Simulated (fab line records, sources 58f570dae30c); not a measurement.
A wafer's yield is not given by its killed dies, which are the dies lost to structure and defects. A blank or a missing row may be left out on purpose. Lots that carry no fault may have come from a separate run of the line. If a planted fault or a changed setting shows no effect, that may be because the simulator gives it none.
fab line records :: flow berkeley_cmos170
[record]
  lots = 14
  wafers = 42
  last_day = 13
route steps=331 shown M1@248 V1@256 M2@285
lots that met no fault: taken from a fault-free run of the same line
start_h: the number of hours between the record's first day and the start of the first shown wafer of the lot :: wait_h: time in hours since the lot's previous step :: " the same as in the row above :: L1.1+2: a single row standing in for several wafers :: - no value, or no start given :: * or withheld: withheld :: < > ~ a bound
route shown NAME@n: names a module that has steps shown in the file, with the first one's number in the route :: usual: mean/standard deviation of fault-free wafers :: same: alike in all rows :: chamber/n: place in a boat :: sites: readings site by site :: _std_site: the values' standard deviation :: _edge_site: outer sites' mean less inner sites' :: radius_mm: for every site, how far away it sits from the centre of the wafer :: mask NAME#n: copy n :: behind: the tool/chamber that last shaped the wafer :: hold: the reason the lot was held/the length of the hold in hours/how it ended :: device: transistor that didn't switch, given as n, p or np :: end of line: tests run on the same wafers once the route is complete :: a step with no rows: only its recipe :: killed: dies that structure and defects cost at the first sort, which is not the same as the wafer's yield :: map: shows each die of a wafer: x if killed, . if not, _ if none is there
set.NAME: the run value of the setting; set.NAME@STEP: its run value at that earlier step :: model.NAME: the simulator's own value behind a step, which no gauge read
steps of the route over a sample of lots; a table a step, a row a wafer
services: from which hour (start_h, from the record's first day; less than 0 if before it) a tool's chamber was out of use, for how many hours, and why
[[steps]]
[step UCB170_M1_OVL_MEAS_10]
[usual]
  M1_OVL = -4/5.5
lot.wafer: L107.1
tool: overlay-02
chamber: -
start_h: 180.16
wait_h: 0.1
M1_OVL[nm]: -8

lot.wafer: L107.3
tool: overlay-02
chamber: -
start_h: 180.16
wait_h: 0.1
M1_OVL[nm]: -2

lot.wafer: L107.5
tool: overlay-02
chamber: -
start_h: 180.16
wait_h: 0.1
M1_OVL[nm]: -5

lot.wafer: L113.2
tool: overlay-01
chamber: -
start_h: 205.35
wait_h: 0.1
M1_OVL[nm]: 4

lot.wafer: L113.4
tool: overlay-01
chamber: -
start_h: 205.35
wait_h: 0.1
M1_OVL[nm]: -1

lot.wafer: L113.6
tool: overlay-01
chamber: -
start_h: 205.35
wait_h: 0.1
M1_OVL[nm]: 2

lot.wafer: L112.1
tool: overlay-01
chamber: -
start_h: 205.61
wait_h: 0.1
M1_OVL[nm]: -6

lot.wafer: L112.3
tool: overlay-01
chamber: -
start_h: 205.61
wait_h: 0.1
M1_OVL[nm]: 1

lot.wafer: L112.4
tool: overlay-01
chamber: -
start_h: 205.61
wait_h: 0.1
M1_OVL[nm]: -8

lot.wafer: L114.2
tool: overlay-01
chamber: -
start_h: 216.29
wait_h: 0.1
M1_OVL[nm]: -1

lot.wafer: L114.4
tool: overlay-01
chamber: -
start_h: 216.29
wait_h: 0.1
M1_OVL[nm]: -3

lot.wafer: L114.5
tool: overlay-01
chamber: -
start_h: 216.29
wait_h: 0.1
M1_OVL[nm]: -7

lot.wafer: L115.1
tool: overlay-01
chamber: -
start_h: 229.86
wait_h: 0.1
M1_OVL[nm]: -6

lot.wafer: L115.2
tool: overlay-01
chamber: -
start_h: 229.86
wait_h: 0.1
M1_OVL[nm]: -6

lot.wafer: L115.4
tool: overlay-01
chamber: -
start_h: 229.86
wait_h: 0.1
M1_OVL[nm]: -6

lot.wafer: L118.1
tool: overlay-02
chamber: -
start_h: 236.64
wait_h: 0.1
M1_OVL[nm]: -6

lot.wafer: L118.2
tool: overlay-02
chamber: -
start_h: 236.64
wait_h: 0.1
M1_OVL[nm]: -9

lot.wafer: L118.6
tool: overlay-02
chamber: -
start_h: 236.64
wait_h: 0.1
M1_OVL[nm]: -11

lot.wafer: L116.1
tool: overlay-01
chamber: -
start_h: 238.81
wait_h: 0.1
M1_OVL[nm]: -4

lot.wafer: L116.2
tool: overlay-01
chamber: -
start_h: 238.81
wait_h: 0.1
M1_OVL[nm]: -9

lot.wafer: L116.5
tool: overlay-01
chamber: -
start_h: 238.81
wait_h: 0.1
M1_OVL[nm]: -5

lot.wafer: L117.1
tool: overlay-01
chamber: -
start_h: 239.82
wait_h: 0.1
M1_OVL[nm]: 2

lot.wafer: L117.2
tool: overlay-01
chamber: -
start_h: 239.82
wait_h: 0.1
M1_OVL[nm]: -2

lot.wafer: L117.5
tool: overlay-01
chamber: -
start_h: 239.82
wait_h: 0.1
M1_OVL[nm]: 5

lot.wafer: L121.1
tool: overlay-01
chamber: -
start_h: 250.12
wait_h: 0.1
M1_OVL[nm]: -6

lot.wafer: L121.4
tool: overlay-01
chamber: -
start_h: 250.12
wait_h: 0.1
M1_OVL[nm]: 2

lot.wafer: L121.6
tool: overlay-01
chamber: -
start_h: 250.12
wait_h: 0.1
M1_OVL[nm]: 0

lot.wafer: L123.2
tool: overlay-01
chamber: -
start_h: 265.62
wait_h: 0.1
M1_OVL[nm]: 0

lot.wafer: L123.3
tool: overlay-01
chamber: -
start_h: 265.62
wait_h: 0.1
M1_OVL[nm]: 7

lot.wafer: L123.5
tool: overlay-01
chamber: -
start_h: 265.62
wait_h: 0.1
M1_OVL[nm]: -1

lot.wafer: L124.1
tool: overlay-01
chamber: -
start_h: 266.34
wait_h: 0.1
M1_OVL[nm]: 0

lot.wafer: L124.2
tool: overlay-01
chamber: -
start_h: 266.34
wait_h: 0.1
M1_OVL[nm]: -7

lot.wafer: L124.4
tool: overlay-01
chamber: -
start_h: 266.34
wait_h: 0.1
M1_OVL[nm]: -6

lot.wafer: L122.2
tool: overlay-02
chamber: -
start_h: 266.59
wait_h: 0.1
M1_OVL[nm]: -20

lot.wafer: L122.4
tool: overlay-02
chamber: -
start_h: 266.59
wait_h: 0.1
M1_OVL[nm]: -8

lot.wafer: L122.6
tool: overlay-02
chamber: -
start_h: 266.59
wait_h: 0.1
M1_OVL[nm]: -14

lot.wafer: L126.2
tool: overlay-01
chamber: -
start_h: 293.50
wait_h: 0.1
M1_OVL[nm]: -2

lot.wafer: L126.3
tool: overlay-01
chamber: -
start_h: 293.50
wait_h: 0.1
M1_OVL[nm]: -3

lot.wafer: L126.4
tool: overlay-01
chamber: -
start_h: 293.50
wait_h: 0.1
M1_OVL[nm]: 7

lot.wafer: L129.3
tool: overlay-01
chamber: -
start_h: 293.84
wait_h: 0.1
M1_OVL[nm]: -12

lot.wafer: L129.4
tool: overlay-01
chamber: -
start_h: 293.84
wait_h: 0.1
M1_OVL[nm]: -10

lot.wafer: L129.6
tool: overlay-01
chamber: -
start_h: 293.84
wait_h: 0.1
M1_OVL[nm]: -15
[step UCB170_V1_CMP_02]
[recipe]
  material = SiO2
  down_force_psi = 6
  platen_rpm = 60
  pad_velocity_m_s = 0.75398
[usual]
  motor_current_A = 15.6/1.8
  platen_rpm = 60.00/0.047
  slurry_flow_ml_min = 150.0/0.43
lot.wafer: L107.1
tool: cmp-02
chamber: 0
start_h: 182.14
wait_h: 0.1
motor_current_A: 15.3
platen_rpm: 60.04
slurry_flow_ml_min: 150.9

lot.wafer: L107.3
tool: cmp-02
chamber: 1
start_h: 182.14
wait_h: 0.1
motor_current_A: 14.8
platen_rpm: 60.04
slurry_flow_ml_min: 150.5

lot.wafer: L107.5
tool: cmp-02
chamber: 0
start_h: 182.14
wait_h: 0.1
motor_current_A: 14.6
platen_rpm: 60.08
slurry_flow_ml_min: 150.1

lot.wafer: L113.2
tool: cmp-01
chamber: 0
start_h: 207.39
wait_h: 0.1
motor_current_A: 14.6
platen_rpm: 59.97
slurry_flow_ml_min: 149.6

lot.wafer: L113.4
tool: cmp-01
chamber: 1
start_h: 207.39
wait_h: 0.1
motor_current_A: 14.9
platen_rpm: 60.05
slurry_flow_ml_min: 150.5

lot.wafer: L113.6
tool: cmp-01
chamber: 0
start_h: 207.39
wait_h: 0.1
motor_current_A: 13.8
platen_rpm: 59.97
slurry_flow_ml_min: 149.4

lot.wafer: L112.3
tool: cmp-01
chamber: 2
start_h: 208.68
wait_h: 0.0
motor_current_A: 14.7
platen_rpm: 60.04
slurry_flow_ml_min: 149.5

lot.wafer: L112.1
tool: cmp-01
chamber: 0
start_h: 208.68
wait_h: 0.0
motor_current_A: 14.4
platen_rpm: 59.95
slurry_flow_ml_min: 150.1

lot.wafer: L112.4
tool: cmp-01
chamber: 1
start_h: 208.68
wait_h: 0.0
motor_current_A: 14.6
platen_rpm: 59.90
slurry_flow_ml_min: 150.1

lot.wafer: L114.4
tool: cmp-01
chamber: 2
start_h: 218.32
wait_h: 0.1
motor_current_A: 13.9
platen_rpm: 59.96
slurry_flow_ml_min: 149.8

lot.wafer: L114.2
tool: cmp-01
chamber: 0
start_h: 218.32
wait_h: 0.1
motor_current_A: 14.3
platen_rpm: 60.05
slurry_flow_ml_min: 149.7

lot.wafer: L114.5
tool: cmp-01
chamber: 2
start_h: 218.32
wait_h: 0.1
motor_current_A: 13.9
platen_rpm: 59.98
slurry_flow_ml_min: 150.3

lot.wafer: L115.2
tool: cmp-02
chamber: 1
start_h: 231.91
wait_h: 0.0
motor_current_A: 15.0
platen_rpm: 59.98
slurry_flow_ml_min: 149.9

lot.wafer: L115.1
tool: cmp-02
chamber: 2
start_h: 231.91
wait_h: 0.0
motor_current_A: 18.1
platen_rpm: 60.06
slurry_flow_ml_min: 150.2

lot.wafer: L115.4
tool: cmp-02
chamber: 0
start_h: 231.91
wait_h: 0.0
motor_current_A: 15.5
platen_rpm: 60.05
slurry_flow_ml_min: 150.1

lot.wafer: L118.2
tool: cmp-02
chamber: 2
start_h: 238.74
wait_h: 0.1
motor_current_A: 17.2
platen_rpm: 60.03
slurry_flow_ml_min: 150.2

lot.wafer: L118.1
tool: cmp-02
chamber: 0
start_h: 238.74
wait_h: 0.1
motor_current_A: 15.6
platen_rpm: 60.01
slurry_flow_ml_min: 149.8

lot.wafer: L118.6
tool: cmp-02
chamber: 1
start_h: 238.74
wait_h: 0.1
motor_current_A: 14.7
platen_rpm: 59.90
slurry_flow_ml_min: 150.0

lot.wafer: L116.1
tool: cmp-01
chamber: 1
start_h: 240.79
wait_h: 0.1
motor_current_A: 14.8
platen_rpm: 59.94
slurry_flow_ml_min: 149.9

lot.wafer: L116.2
tool: cmp-01
chamber: 0
start_h: 240.79
wait_h: 0.1
motor_current_A: 13.8
platen_rpm: 60.03
slurry_flow_ml_min: 150.5

lot.wafer: L116.5
tool: cmp-01
chamber: 1
start_h: 240.79
wait_h: 0.1
motor_current_A: 14.2
platen_rpm: 60.00
slurry_flow_ml_min: 150.3

lot.wafer: L117.1
tool: cmp-01
chamber: 0
start_h: 242.12
wait_h: 0.1
motor_current_A: 14.6
platen_rpm: 60.03
slurry_flow_ml_min: 149.7

lot.wafer: L117.2
tool: cmp-01
chamber: 1
start_h: 242.12
wait_h: 0.1
motor_current_A: 15.0
platen_rpm: 59.95
slurry_flow_ml_min: 149.3

lot.wafer: L117.5
tool: cmp-01
chamber: 0
start_h: 242.12
wait_h: 0.1
motor_current_A: 13.3
platen_rpm: 59.99
slurry_flow_ml_min: 149.2

lot.wafer: L121.1
tool: cmp-01
chamber: 3
start_h: 252.13
wait_h: 0.1
motor_current_A: 19.2
platen_rpm: 60.09
slurry_flow_ml_min: 150.3

lot.wafer: L121.4
tool: cmp-01
chamber: 2
start_h: 252.13
wait_h: 0.1
motor_current_A: 14.6
platen_rpm: 59.95
slurry_flow_ml_min: 150.7

lot.wafer: L121.6
tool: cmp-01
chamber: 0
start_h: 252.13
wait_h: 0.1
motor_current_A: 13.8
platen_rpm: 59.95
slurry_flow_ml_min: 149.6

lot.wafer: L123.3
tool: cmp-02
chamber: 3
start_h: 267.71
wait_h: 0.0
motor_current_A: 15.1
platen_rpm: 59.92
slurry_flow_ml_min: 150.2

lot.wafer: L123.2
tool: cmp-02
chamber: 1
start_h: 267.71
wait_h: 0.0
motor_current_A: 14.2
platen_rpm: 60.09
slurry_flow_ml_min: 149.9

lot.wafer: L123.5
tool: cmp-02
chamber: 0
start_h: 267.71
wait_h: 0.0
motor_current_A: 16.0
platen_rpm: 60.07
slurry_flow_ml_min: 150.1

lot.wafer: L122.2
tool: cmp-02
chamber: 1
start_h: 269.09
wait_h: 0.1
motor_current_A: 15.4
platen_rpm: 60.05
slurry_flow_ml_min: 150.2

lot.wafer: L122.4
tool: cmp-02
chamber: 3
start_h: 269.09
wait_h: 0.1
motor_current_A: 15.3
platen_rpm: 60.02
slurry_flow_ml_min: 149.2

lot.wafer: L122.6
tool: cmp-02
chamber: 1
start_h: 269.09
wait_h: 0.1
motor_current_A: 15.1
platen_rpm: 60.08
slurry_flow_ml_min: 150.5

lot.wafer: L124.1
tool: cmp-01
chamber: 1
start_h: 269.34
wait_h: 0.3
motor_current_A: 14.2
platen_rpm: 59.92
slurry_flow_ml_min: 149.7

lot.wafer: L124.4
tool: cmp-01
chamber: 2
start_h: 269.34
wait_h: 0.3
motor_current_A: 14.1
platen_rpm: 59.95
slurry_flow_ml_min: 150.2

lot.wafer: L124.2
tool: cmp-01
chamber: 3
start_h: 269.34
wait_h: 0.3
motor_current_A: 20.1
platen_rpm: 60.00
slurry_flow_ml_min: 150.0

lot.wafer: L126.2
tool: cmp-02
chamber: 1
start_h: 295.61
wait_h: 0.0
motor_current_A: 14.3
platen_rpm: 59.92
slurry_flow_ml_min: 150.1

lot.wafer: L126.3
tool: cmp-02
chamber: 3
start_h: 295.61
wait_h: 0.0
motor_current_A: 15.3
platen_rpm: 60.02
slurry_flow_ml_min: 150.0

lot.wafer: L126.4
tool: cmp-02
chamber: 0
start_h: 295.61
wait_h: 0.0
motor_current_A: 15.9
platen_rpm: 59.97
slurry_flow_ml_min: 149.6

lot.wafer: L129.4
tool: cmp-02
chamber: 3
start_h: 296.94
wait_h: 0.0
motor_current_A: 15.4
platen_rpm: 60.04
slurry_flow_ml_min: 149.9

lot.wafer: L129.3
tool: cmp-02
chamber: 2
start_h: 296.94
wait_h: 0.0
motor_current_A: 17.5
platen_rpm: 60.03
slurry_flow_ml_min: 149.6

lot.wafer: L129.6
tool: cmp-02
chamber: 0
start_h: 296.94
wait_h: 0.0
motor_current_A: 15.3
platen_rpm: 59.99
slurry_flow_ml_min: 150.1
[step UCB170_V1_THK_MEAS_04]
[recipe]
  reads = SiO2_of_V1_CVD_00
[usual]
  V1_POLISHED_THK = 1000.5/1.3
lot.wafer: L107.1
tool: film_metro-01
chamber: -
start_h: 182.56
wait_h: 0.1
V1_POLISHED_THK[nm]: 1001.2

lot.wafer: L107.3
tool: film_metro-01
chamber: -
start_h: 182.56
wait_h: 0.1
V1_POLISHED_THK[nm]: 998.8

lot.wafer: L107.5
tool: film_metro-01
chamber: -
start_h: 182.56
wait_h: 0.1
V1_POLISHED_THK[nm]: 1001.5

lot.wafer: L113.2
tool: film_metro-04
chamber: -
start_h: 207.77
wait_h: 0.1
V1_POLISHED_THK[nm]: 1000.5

lot.wafer: L113.4
tool: film_metro-04
chamber: -
start_h: 207.77
wait_h: 0.1
V1_POLISHED_THK[nm]: 998.2

lot.wafer: L113.6
tool: film_metro-04
chamber: -
start_h: 207.77
wait_h: 0.1
V1_POLISHED_THK[nm]: 999.3

lot.wafer: L112.1
tool: film_metro-01
chamber: -
start_h: 209.10
wait_h: 0.1
V1_POLISHED_THK[nm]: 999.8

lot.wafer: L112.3
tool: film_metro-01
chamber: -
start_h: 209.10
wait_h: 0.1
V1_POLISHED_THK[nm]: 1001.1

lot.wafer: L112.4
tool: film_metro-01
chamber: -
start_h: 209.10
wait_h: 0.1
V1_POLISHED_THK[nm]: 1001.7

lot.wafer: L114.2
tool: film_metro-01
chamber: -
start_h: 218.70
wait_h: 0.1
V1_POLISHED_THK[nm]: 999.3

lot.wafer: L114.4
tool: film_metro-01
chamber: -
start_h: 218.70
wait_h: 0.1
V1_POLISHED_THK[nm]: 1000.6

lot.wafer: L114.5
tool: film_metro-01
chamber: -
start_h: 218.70
wait_h: 0.1
V1_POLISHED_THK[nm]: 1002.0

lot.wafer: L115.1
tool: film_metro-02
chamber: -
start_h: 232.33
wait_h: 0.1
V1_POLISHED_THK[nm]: 1002.5

lot.wafer: L115.2
tool: film_metro-02
chamber: -
start_h: 232.33
wait_h: 0.1
V1_POLISHED_THK[nm]: 998.5

lot.wafer: L115.4
tool: film_metro-02
chamber: -
start_h: 232.33
wait_h: 0.1
V1_POLISHED_THK[nm]: 1000.6

lot.wafer: L118.1
tool: film_metro-02
chamber: -
start_h: 239.11
wait_h: 0.1
V1_POLISHED_THK[nm]: 1000.5

lot.wafer: L118.2
tool: film_metro-02
chamber: -
start_h: 239.11
wait_h: 0.1
V1_POLISHED_THK[nm]: 1001.5

lot.wafer: L118.6
tool: film_metro-02
chamber: -
start_h: 239.11
wait_h: 0.1
V1_POLISHED_THK[nm]: 999.8

lot.wafer: L116.1
tool: film_metro-01
chamber: -
start_h: 241.21
wait_h: 0.1
V1_POLISHED_THK[nm]: 1000.6

lot.wafer: L116.2
tool: film_metro-01
chamber: -
start_h: 241.21
wait_h: 0.1
V1_POLISHED_THK[nm]: 1000.3

lot.wafer: L116.5
tool: film_metro-01
chamber: -
start_h: 241.21
wait_h: 0.1
V1_POLISHED_THK[nm]: 1000.9

lot.wafer: L117.1
tool: film_metro-01
chamber: -
start_h: 242.54
wait_h: 0.1
V1_POLISHED_THK[nm]: 999.0

lot.wafer: L117.2
tool: film_metro-01
chamber: -
start_h: 242.54
wait_h: 0.1
V1_POLISHED_THK[nm]: 999.5

lot.wafer: L117.5
tool: film_metro-01
chamber: -
start_h: 242.54
wait_h: 0.1
V1_POLISHED_THK[nm]: 999.6

lot.wafer: L121.1
tool: film_metro-02
chamber: -
start_h: 252.55
wait_h: 0.1
V1_POLISHED_THK[nm]: 1000.8

lot.wafer: L121.4
tool: film_metro-02
chamber: -
start_h: 252.55
wait_h: 0.1
V1_POLISHED_THK[nm]: 1000.9

lot.wafer: L121.6
tool: film_metro-02
chamber: -
start_h: 252.55
wait_h: 0.1
V1_POLISHED_THK[nm]: 1000.4

lot.wafer: L123.2
tool: film_metro-01
chamber: -
start_h: 268.14
wait_h: 0.1
V1_POLISHED_THK[nm]: 999.3

lot.wafer: L123.3
tool: film_metro-01
chamber: -
start_h: 268.14
wait_h: 0.1
V1_POLISHED_THK[nm]: 1000.2

lot.wafer: L123.5
tool: film_metro-01
chamber: -
start_h: 268.14
wait_h: 0.1
V1_POLISHED_THK[nm]: 1002.4

lot.wafer: L122.2
tool: film_metro-02
chamber: -
start_h: 269.47
wait_h: 0.1
V1_POLISHED_THK[nm]: 1001.1

lot.wafer: L122.4
tool: film_metro-02
chamber: -
start_h: 269.47
wait_h: 0.1
V1_POLISHED_THK[nm]: 1000.4

lot.wafer: L122.6
tool: film_metro-02
chamber: -
start_h: 269.47
wait_h: 0.1
V1_POLISHED_THK[nm]: 999.2

lot.wafer: L124.1
tool: film_metro-01
chamber: -
start_h: 269.76
wait_h: 0.1
V1_POLISHED_THK[nm]: 1000.6

lot.wafer: L124.2
tool: film_metro-01
chamber: -
start_h: 269.76
wait_h: 0.1
V1_POLISHED_THK[nm]: 1000.9

lot.wafer: L124.4
tool: film_metro-01
chamber: -
start_h: 269.76
wait_h: 0.1
V1_POLISHED_THK[nm]: 1000.3

lot.wafer: L126.2
tool: film_metro-04
chamber: -
start_h: 296.04
wait_h: 0.1
V1_POLISHED_THK[nm]: 1001.8

lot.wafer: L126.3
tool: film_metro-04
chamber: -
start_h: 296.04
wait_h: 0.1
V1_POLISHED_THK[nm]: 1000.3

lot.wafer: L126.4
tool: film_metro-04
chamber: -
start_h: 296.04
wait_h: 0.1
V1_POLISHED_THK[nm]: 1003.8

lot.wafer: L129.3
tool: film_metro-04
chamber: -
start_h: 297.38
wait_h: 0.1
V1_POLISHED_THK[nm]: 1002.6

lot.wafer: L129.4
tool: film_metro-04
chamber: -
start_h: 297.38
wait_h: 0.1
V1_POLISHED_THK[nm]: 999.9

lot.wafer: L129.6
tool: film_metro-04
chamber: -
start_h: 297.38
wait_h: 0.1
V1_POLISHED_THK[nm]: 1003.6
[step UCB170_M2_DEVELOP_14]
[recipe]
  developer = TMAH
  develop_time_s = 45
  resist = KrF
  dev_temp_c = 21
[usual]
  chill_plate_temp_C = 23.01/0.11
  develop_time_s = 45/0
lot.wafer: L107.1
tool: litho_track-02
chamber: 0
start_h: 186
wait_h: -
chill_plate_temp_C: 22.91
develop_time_s: 45

lot.wafer: L107.3
tool: litho_track-02
chamber: 0
start_h: 186
wait_h: -
chill_plate_temp_C: 23.00
develop_time_s: 45

lot.wafer: L107.5
tool: litho_track-02
chamber: 0
start_h: 186
wait_h: -
chill_plate_temp_C: 23.07
develop_time_s: 45

lot.wafer: L113.2
tool: litho_track-02
chamber: 0
start_h: 211
wait_h: -
chill_plate_temp_C: 22.84
develop_time_s: 45

lot.wafer: L113.4
tool: litho_track-02
chamber: 0
start_h: 211
wait_h: -
chill_plate_temp_C: 22.90
develop_time_s: 45

lot.wafer: L113.6
tool: litho_track-02
chamber: 0
start_h: 211
wait_h: -
chill_plate_temp_C: 22.73
develop_time_s: 45

lot.wafer: L112.1
tool: litho_track-02
chamber: 0
start_h: 212
wait_h: -
chill_plate_temp_C: 23.15
develop_time_s: 45

lot.wafer: L112.3
tool: litho_track-02
chamber: 0
start_h: 212
wait_h: -
chill_plate_temp_C: 23.13
develop_time_s: 45

lot.wafer: L112.4
tool: litho_track-02
chamber: 0
start_h: 212
wait_h: -
chill_plate_temp_C: 23.08
develop_time_s: 45

lot.wafer: L114.2
tool: litho_track-01
chamber: 0
start_h: 223
wait_h: -
chill_plate_temp_C: 23.03
develop_time_s: 45

lot.wafer: L114.4
tool: litho_track-01
chamber: 0
start_h: 223
wait_h: -
chill_plate_temp_C: 22.94
develop_time_s: 45

lot.wafer: L114.5
tool: litho_track-01
chamber: 0
start_h: 223
wait_h: -
chill_plate_temp_C: 23.27
develop_time_s: 45

lot.wafer: L115.1
tool: litho_track-04
chamber: 0
start_h: 236
wait_h: -
chill_plate_temp_C: 23.10
develop_time_s: 45

lot.wafer: L115.2
tool: litho_track-04
chamber: 0
start_h: 236
wait_h: -
chill_plate_temp_C: 23.01
develop_time_s: 45

lot.wafer: L115.4
tool: litho_track-04
chamber: 0
start_h: 236
wait_h: -
chill_plate_temp_C: 23.08
develop_time_s: 45

lot.wafer: L118.1
tool: litho_track-01
chamber: 0
start_h: 245
wait_h: -
chill_plate_temp_C: 23.01
develop_time_s: 45

lot.wafer: L118.2
tool: litho_track-01
chamber: 0
start_h: 245
wait_h: -
chill_plate_temp_C: 22.92
develop_time_s: 45

lot.wafer: L118.6
tool: litho_track-01
chamber: 0
start_h: 245
wait_h: -
chill_plate_temp_C: 22.92
develop_time_s: 45

lot.wafer: L116.1
tool: litho_track-02
chamber: 0
start_h: 245
wait_h: -
chill_plate_temp_C: 22.97
develop_time_s: 45

lot.wafer: L116.2
tool: litho_track-02
chamber: 0
start_h: 245
wait_h: -
chill_plate_temp_C: 23.03
develop_time_s: 45

lot.wafer: L116.5
tool: litho_track-02
chamber: 0
start_h: 245
wait_h: -
chill_plate_temp_C: 22.95
develop_time_s: 45

lot.wafer: L117.1
tool: litho_track-04
chamber: 0
start_h: 247
wait_h: -
chill_plate_temp_C: 23.03
develop_time_s: 45

lot.wafer: L117.2
tool: litho_track-04
chamber: 0
start_h: 247
wait_h: -
chill_plate_temp_C: 23.05
develop_time_s: 45

lot.wafer: L117.5
tool: litho_track-04
chamber: 0
start_h: 247
wait_h: -
chill_plate_temp_C: 23.00
develop_time_s: 45

lot.wafer: L121.1
tool: litho_track-02
chamber: 0
start_h: 256
wait_h: -
chill_plate_temp_C: 22.97
develop_time_s: 45

lot.wafer: L121.4
tool: litho_track-02
chamber: 0
start_h: 256
wait_h: -
chill_plate_temp_C: 23.11
develop_time_s: 45

lot.wafer: L121.6
tool: litho_track-02
chamber: 0
start_h: 256
wait_h: -
chill_plate_temp_C: 23.08
develop_time_s: 45

lot.wafer: L123.2
tool: litho_track-02
chamber: 0
start_h: 272
wait_h: -
chill_plate_temp_C: 22.97
develop_time_s: 45

lot.wafer: L123.3
tool: litho_track-02
chamber: 0
start_h: 272
wait_h: -
chill_plate_temp_C: 23.01
develop_time_s: 45

lot.wafer: L123.5
tool: litho_track-02
chamber: 0
start_h: 272
wait_h: -
chill_plate_temp_C: 22.95
develop_time_s: 45

lot.wafer: L122.2
tool: litho_track-02
chamber: 0
start_h: 275
wait_h: -
chill_plate_temp_C: 22.85
develop_time_s: 45

lot.wafer: L122.4
tool: litho_track-02
chamber: 0
start_h: 275
wait_h: -
chill_plate_temp_C: 23.01
develop_time_s: 45

lot.wafer: L122.6
tool: litho_track-02
chamber: 0
start_h: 275
wait_h: -
chill_plate_temp_C: 22.86
develop_time_s: 45

lot.wafer: L124.1
tool: litho_track-02
chamber: -
start_h: 275
wait_h: -
chill_plate_temp_C: -
develop_time_s: -

lot.wafer: L124.2
tool: litho_track-02
chamber: -
start_h: 275
wait_h: -
chill_plate_temp_C: -
develop_time_s: -

lot.wafer: L124.4
tool: litho_track-02
chamber: -
start_h: 275
wait_h: -
chill_plate_temp_C: -
develop_time_s: -

lot.wafer: L126.2
tool: litho_track-02
chamber: -
start_h: 301
wait_h: -
chill_plate_temp_C: -
develop_time_s: -

lot.wafer: L126.3
tool: litho_track-02
chamber: -
start_h: 301
wait_h: -
chill_plate_temp_C: -
develop_time_s: -

lot.wafer: L126.4
tool: litho_track-02
chamber: -
start_h: 301
wait_h: -
chill_plate_temp_C: -
develop_time_s: -

lot.wafer: L129.3
tool: litho_track-01
chamber: 0
start_h: 301
wait_h: -
chill_plate_temp_C: 22.82
develop_time_s: 45

lot.wafer: L129.4
tool: litho_track-01
chamber: 0
start_h: 301
wait_h: -
chill_plate_temp_C: 23.09
develop_time_s: 45

lot.wafer: L129.6
tool: litho_track-01
chamber: 0
start_h: 301
wait_h: -
chill_plate_temp_C: 22.98
develop_time_s: 45
[[services]]
tool: cmp-01
chamber: -
start_h: 165.03
hours: 2.5
kind: repair

tool: cmp-02
chamber: -
start_h: 200.28
hours: 13.1
kind: pm

tool: cmp-02
chamber: -
start_h: 213.37
hours: 6.7
kind: pm

tool: cmp-02
chamber: -
start_h: 223.65
hours: 1.1
kind: repair

tool: cmp-01
chamber: -
start_h: 232.00
hours: 4.0
kind: pm

tool: cmp-01
chamber: -
start_h: 236.00
hours: -
kind: consumable_replace:conditioner

tool: cmp-01
chamber: -
start_h: 236.00
hours: -
kind: consumable_replace:pad

tool: cmp-02
chamber: -
start_h: 250.17
hours: 1.9
kind: repair

tool: cmp-01
chamber: -
start_h: 293.50
hours: 7.5
kind: pm
[[key]]
[first_sign]
  step = UCB170_M2_DEVELOP_14
  reading = tool_record
  direction = missing
effect none on later readings
met_at UCB170_M2_DEVELOP_14
struck_lots L124,L126
later_rows_left_out L124.1,L124.2,L124.4,L126.2,L126.3,L126.4
sort_left_out L124.1,L124.2,L124.4,L126.2,L126.3,L126.4
not_acting_at UCB170_M1_OVL_MEAS_10,UCB170_V1_CMP_02,UCB170_V1_THK_MEAS_04
[fault]
  kind = skipped_step_whole
  tool = litho_track-02
  chamber = -
  onset_h = 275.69
  steps = UCB170_M2_DEVELOP_14
  scope = struck_lots_only
// sort_left_out: the simulated sort isn't trusted on such a fault, so these wafers' sort isn't shown, and their yield isn't known
// later_rows_left_out: the simulator's readings of these wafers behind a module that went badly wrong aren't trusted and aren't shown, but for the sort
